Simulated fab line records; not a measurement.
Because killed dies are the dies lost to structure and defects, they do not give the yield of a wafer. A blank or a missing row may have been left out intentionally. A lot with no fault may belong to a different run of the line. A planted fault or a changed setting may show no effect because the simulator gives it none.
What tool caused it? ; flow berkeley_cmos170 ; Sampling: 7 lots, 21 wafers, 2 of 331 route steps

## WHAT THE GAUGES READ, wafer by wafer
UCB170_V1_BOW_MEAS_03.
lot;measured;on;V1_BOW (um)
L469;day 7 08:34;film_metro-03;16 16 24
L472;day 7 08:50;film_metro-04;18 26 14
L475;day 7 23:22;film_metro-04;22 21 36
L477;day 8 12:48;film_metro-03;28 37 29
L480;day 9 04:32;film_metro-02;16 23 36
L486;day 10 08:36;film_metro-03;18 32 19
L490;day 11 16:33;film_metro-03;13 19 23

## WHICH TOOL RAN EACH LOT (tool, then ch and the chambers of the sampled wafers, then the start)
lot;UCB170_M1_SPUTTER_00
L469;pvd_sputter-03, day 7 00:16
L472;pvd_sputter-03, day 7 02:29
L475;pvd_sputter-01, day 7 15:01
L477;pvd_sputter-03, day 8 05:21
L480;pvd_sputter-04, day 8 20:52
L486;pvd_sputter-01, day 10 04:04
L490;pvd_sputter-04, day 11 07:14
- UCB170_M1_SPUTTER_00: material Al, target thk 600 nm, time 80 s.

## THE ANSWER, worked out from the rows above alone
Rule: usual is defined by the lots themselves. Put in order of their means at a reading, lots are off if they are a third of the lots or fewer, leave a main group of 4 or more, and stand apart from it by a gap of 3 or more times the standard deviation of the main group's means; of several such gaps the widest counts. The tables above print the reading to a certain number of digits; a main group whose means all agree to those digits is not used. Also off: a lot with no number at a reading for which 4 or more lots have one. All remaining lots with rows at the step are treated as sound.
No lot is off at any reading shown: from this, nothing can be told.

## WHAT WAS PUT IN BY THE SIMULATOR
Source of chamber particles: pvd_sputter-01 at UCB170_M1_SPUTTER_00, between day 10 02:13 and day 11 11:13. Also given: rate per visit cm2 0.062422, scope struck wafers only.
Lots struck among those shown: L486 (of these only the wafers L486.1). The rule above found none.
